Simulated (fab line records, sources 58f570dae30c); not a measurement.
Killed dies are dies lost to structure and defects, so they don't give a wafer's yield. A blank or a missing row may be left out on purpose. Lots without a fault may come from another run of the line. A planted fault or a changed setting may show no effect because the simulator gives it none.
fab line records | flow berkeley_cmos170
record lots=11 wafers=33 last_day=14
route steps=331 shown ZERO@13 PWELL@47 NSD@191 SILICIDE@214
lots that met no fault: from a run of the same line without faults
start_h: hours from the record's first day to the start of the lot's first wafer shown | wait_h: hours since the lot's step before | " the same as in the row above | L1.1+2: a row that stands for several wafers | - no value, or no start given | * or withheld: withheld | < > ~ a bound
route shown NAME@n: a module of which the file shows steps, and the number in the route of the first | usual: mean/standard deviation of fault-free wafers | same: alike in all rows | chamber/n: place in a boat | sites: the reading at each site | _std_site: their standard deviation | _edge_site: outer sites' mean less inner sites' | radius_mm: how far each site lies from the wafer's centre | mask NAME#n: copy n | behind: the tool/chamber that last shaped the wafer | hold: why the lot was held/for how many hours/how that ended | device: the transistor (n, p or np) that didn't switch | end of line: the same wafers' tests at the end of the route | a step without rows: its recipe alone | killed: dies lost to structure and defects at the first sort, not the wafer's yield | map: a wafer's dies, x killed, . not, _ none there
set.NAME: the setting as run; set.NAME@STEP: as run at that earlier step | model.NAME: the simulator's own value behind a step, which no gauge read
steps of the route over a sample of lots; a table a step, a row a wafer
services: from which hour (start_h, from the record's first day; less than 0 if before it) a tool's chamber was out of use, for how many hours, and why
## steps
# step UCB170_ZERO_STRIP_07
# recipe chemistry=O2 power_w=400 pressure_mtorr=3500 platen_temp_c=withheld o2_flow_sccm=400 overash_fraction=0.5
# usual chamber_pressure_mTorr=3501/3.6 drypump_motor_current_A=5.9/0.66 oes_product_au=0.728/0.0046 strip_time_to_endpoint_s=21.49/0.065
# columns lot.wafer tool chamber start_h wait_h chamber_pressure_mTorr drypump_motor_current_A oes_product_au rf_hours_counter_h strip_time_to_endpoint_s
L955.1 plasma_asher-03 1 19.84 0.0 3501 6.6 0.724 29 21.44
L955.2 " 0 " " 3503 6.3 0.725 29 21.38
L955.5 " 0 " " 3505 6.3 0.735 - 21.33
L963.1 plasma_asher-03 0 63.07 0.0 3506 6.3 0.723 34 21.49
L963.4 " 1 " " 3505 6.6 0.721 - 21.42
L963.5 " 0 " " 3497 6.3 0.737 - 21.40
L964.3 plasma_asher-04 1 69.62 0.0 3509 5.7 0.729 - 21.48
L964.4 " 0 " " 3500 6.5 0.726 - 21.41
L964.5 " 0 " " 3500 6.5 0.729 - 21.43
L968.4 plasma_asher-03 1 89.87 0.0 3498 6.6 0.724 - 21.44
L968.5 " 1 " " 3500 6.6 0.729 - 21.43
L968.6 " 0 " " 3497 6.3 0.735 - 21.43
L970.2 plasma_asher-02 0 99.21 0.0 3505 5.4 0.721 35 21.57
L970.3 " 0 " " 3501 5.4 0.733 - 21.56
L970.6 " 0 " " 3501 5.4 0.731 - 21.57
L972.2 plasma_asher-04 0 108.87 0.0 3497 6.5 0.727 33 21.45
L972.4 " 1 " " 3500 5.7 0.723 - 21.54
L972.6 " 0 " " 3499 6.5 0.726 - 21.48
L973.1 plasma_asher-04 0 114.18 0.0 3498 6.5 0.727 34 21.59
L973.5 " 0 " " 3497 6.5 0.727 - 21.53
L973.6 " 1 " " 3495 5.7 0.731 - 21.52
L975.2 plasma_asher-02 0 121.83 0.0 3501 5.4 0.728 0 21.46
L975.5 " 1 " " 3506 4.8 0.726 - 21.52
L975.6 " 0 " " 3497 5.4 0.725 - 21.60
L977.4 plasma_asher-03 0 129.59 0.0 3502 6.3 0.729 - 21.42
L977.5 " 1 " " 3501 6.6 0.729 - 21.43
L977.6 " 0 " " 3500 6.3 0.723 - 21.41
L976.1 plasma_asher-02 1 129.65 0.0 3499 4.8 0.723 1 21.45
L976.2 " 0 " " 3498 5.4 0.727 1 21.46
L976.5 " 1 " " 3503 4.8 0.728 - 21.48
L978.1 plasma_asher-04 1 139.12 0.0 3498 5.7 0.732 37 21.36
L978.2 " 0 " " 3502 6.5 0.733 37 21.39
L978.4 " 1 " " 3492 5.7 0.725 - 21.38
# step UCB170_PWELL_OVL_MEAS_13
# usual PWELL_OVL=-6/5.2
# columns lot.wafer tool chamber start_h wait_h PWELL_OVL[nm]
L955.1 overlay-01 - 60.38 - -4
L955.2 " - " " -15
L955.5 " - " " 2
L964.3 overlay-01 - 99.86 - -14
L964.4 " - " " -6
L964.5 " - " " -15
L963.1 overlay-01 - 100.05 - -6
L963.4 " - " " -6
L963.5 " - " " -6
L968.4 overlay-01 - 126.26 - -1
L968.5 " - " " -8
L968.6 " - " " -3
L970.2 overlay-01 - 136.67 - -10
L970.3 " - " " -4
L970.6 " - " " -17
L973.1 overlay-01 - 147.27 - -10
L973.5 " - " " -9
L973.6 " - " " -16
L972.2 overlay-02 - 147.52 - -18
L972.4 " - " " -8
L972.6 " - " " -6
L975.2 overlay-02 - 159.21 - -6
L975.5 " - " " -3
L975.6 " - " " -9
L976.1 overlay-01 - 169.40 - -5
L976.2 " - " " -13
L976.5 " - " " -2
L977.4 overlay-02 - 169.66 - -8
L977.5 " - " " -11
L977.6 " - " " -7
L978.1 overlay-01 - 178.72 - -11
L978.2 " - " " -14
L978.4 " - " " -6
# step UCB170_NSD_PEB_04
# recipe peb_temp_c=130 peb_time_s=withheld resist=KrF
# columns lot.wafer tool chamber start_h wait_h
L955.1+2+5 litho_track-04 0 172.80 0.3
L963.1+4+5 litho_track-04 0 229.74 0.2
L964.3+4+5 litho_track-04 0 230.09 0.1
L968.4+5+6 litho_track-01 0 251.76 0.6
L970.2+3+6 litho_track-02 0 266.75 0.3
L972.2+4+6 litho_track-02 0 278.18 0.6
L973.1+5+6 litho_track-02 0 278.43 0.6
L975.2+5+6 litho_track-01 0 285.21 0.5
L978.1+2+4 litho_track-01 0 294.54 0.1
L977.4+5+6 litho_track-01 0 294.93 0.1
L976.1+2+5 litho_track-01 0 295.39 0.1
# step UCB170_NSD_CD_MEAS_06
# recipe target_cd_nm=1200
# usual cd_nm=1200.0/1.6
# columns lot.wafer tool chamber start_h wait_h hold cd_nm
L955.1 cd_sem-01 - 173.07 - - 1198.4
L955.2 " - " " - 1198.4
L955.5 " - " " - 1197.6
L963.1 cd_sem-01 - 230.02 - await_dispo/0.2h/release 1207.8
L963.4 " - " " await_dispo/0.2h/release 1208.7
L963.5 " - " " await_dispo/0.2h/release 1209.5
L963.1 cd_sem-01 - 230.43 0.4 - 1207.7
L963.4 " - " " - 1208.7
L963.5 " - " " - 1209.5
L964.3 cd_sem-01 - 230.35 - await_dispo/0.2h/release 1210.6
L964.4 " - " " await_dispo/0.2h/release 1209.7
L964.5 " - " " await_dispo/0.2h/release 1209.7
L964.3 cd_sem-01 - 230.64 0.3 - 1210.7
L964.4 " - " " - 1209.7
L964.5 " - " " - 1209.8
L968.4 cd_sem-01 - 252.15 - - 1199.0
L968.5 " - " " - 1200.6
L968.6 " - " " - 1200.2
L970.2 cd_sem-02 - 267.08 - - 1198.0
L970.3 " - " " - 1199.1
L970.6 " - " " - 1198.7
L972.2 cd_sem-01 - 278.45 - - 1197.2
L972.4 " - " " - 1198.3
L972.6 " - " " - 1198.5
L973.1 cd_sem-02 - 278.71 - - 1201.6
L973.5 " - " " - 1201.5
L973.6 " - " " - 1202.8
L975.2 cd_sem-01 - 285.48 - - 1200.0
L975.5 " - " " - 1199.9
L975.6 " - " " - 1201.5
L978.1 cd_sem-02 - 294.96 - - 1200.5
L978.2 " - " " - 1201.7
L978.4 " - " " - 1200.7
L977.4 cd_sem-02 - 295.38 - - 1201.8
L977.5 " - " " - 1202.5
L977.6 " - " " - 1202.5
L976.1 cd_sem-02 - 295.66 - - 1202.0
L976.2 " - " " - 1203.0
L976.5 " - " " - 1203.4
# step UCB170_SILICIDE_RTA_04
# recipe temp_c=650 time_s=15 ambient=N2
# usual lamp_power_pct=10.59/0.12 wafer_temp_C_max=652.1/0.7
# columns lot.wafer tool chamber start_h wait_h lamp_power_pct wafer_temp_C_max
L955.1 rtp_anneal-02 0 175.34 0.1 10.47 652.2
L955.2 " 0 " " 10.44 652.2
L955.5 " 0 " " 10.47 652.3
L963.1 rtp_anneal-01 0 234.94 0.1 10.69 651.7
L963.4 " 0 " " 10.71 652.1
L963.5 " 0 " " 10.70 651.8
L964.3 rtp_anneal-01 0 235.02 0.1 10.69 651.6
L964.4 " 0 " " 10.70 651.8
L964.5 " 0 " " 10.70 651.7
L968.4 rtp_anneal-02 0 255.56 0.1 10.46 653.1
L968.5 " 0 " " 10.46 652.8
L968.6 " 0 " " 10.47 652.4
L970.2 rtp_anneal-01 0 269.65 0.1 10.72 651.8
L970.3 " 0 " " 10.72 651.2
L970.6 " 0 " " 10.69 651.8
L972.2 rtp_anneal-02 0 280.91 0.1 10.47 651.8
L972.4 " 0 " " 10.47 653.9
L972.6 " 0 " " 10.45 651.7
L973.1 rtp_anneal-01 0 281.22 0.1 10.69 650.9
L973.5 " 0 " " 10.69 651.3
L973.6 " 0 " " 10.70 651.7
L975.2 rtp_anneal-02 0 287.72 0.1 10.47 651.9
L975.5 " 0 " " 10.47 653.8
L975.6 " 0 " " 10.45 653.3
L978.1 rtp_anneal-01 0 297.46 0.1 10.71 651.8
L978.2 " 0 " " 10.70 651.8
L978.4 " 0 " " 10.70 652.2
L977.4 rtp_anneal-02 0 297.65 0.1 10.45 653.0
L977.5 " 0 " " 10.45 652.7
L977.6 " 0 " " 10.47 652.3
L976.1 rtp_anneal-01 0 297.92 0.1 10.70 651.7
L976.2 " 0 " " 10.71 651.4
L976.5 " 0 " " 10.72 652.2
## services
# columns tool chamber start_h hours kind
plasma_asher-04 - -0.86 2.8 pm
plasma_asher-02 - 16.12 9.8 repair
plasma_asher-04 - 37.91 0.8 repair
rtp_anneal-02 - 45.19 3.9 pm
rtp_anneal-01 - 90.67 4.8 pm
plasma_asher-04 - 92.12 1.1 repair
plasma_asher-02 - 108.75 9.0 pm
plasma_asher-02 0 108.75 9.0 vent_cycle
plasma_asher-02 1 108.75 9.0 vent_cycle
plasma_asher-02 0 117.75 - clean
plasma_asher-02 1 117.75 - clean
plasma_asher-02 - 156.10 1.0 repair
plasma_asher-02 - 168.32 13.8 repair
plasma_asher-02 - 183.89 8.1 repair
litho_track-02 - 212.86 - consumable_replace:filter
plasma_asher-04 - 228.77 3.1 repair
## key
first_sign step=UCB170_NSD_CD_MEAS_06 reading=visit direction=added
effect step=UCB170_NSD_CD_MEAS_06 reading=cd_nm direction=up sigmas=5.8 usual=1200.0 struck=1209.4
met_at UCB170_NSD_PEB_04
struck_lots L963,L964
tester_left_out L963,L964
not_acting_at UCB170_ZERO_STRIP_07,UCB170_PWELL_OVL_MEAS_13,UCB170_SILICIDE_RTA_04
onset_between 172.80 229.74
fault kind=process_parameter_drift tool=litho_track-04 chamber=- onset_h=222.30 steps=UCB170_NSD_PEB_04 channel=peb_time_s offset=withheld shape=step end_h=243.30 acts_in=*
# tester_left_out: of these lots the tester's yield and bins aren't shown, on N5 and GAA mostly nor the transistor test; their killed dies are dies lost to structure and defects alone, not to doping, threshold or leakage, so they don't give the yield
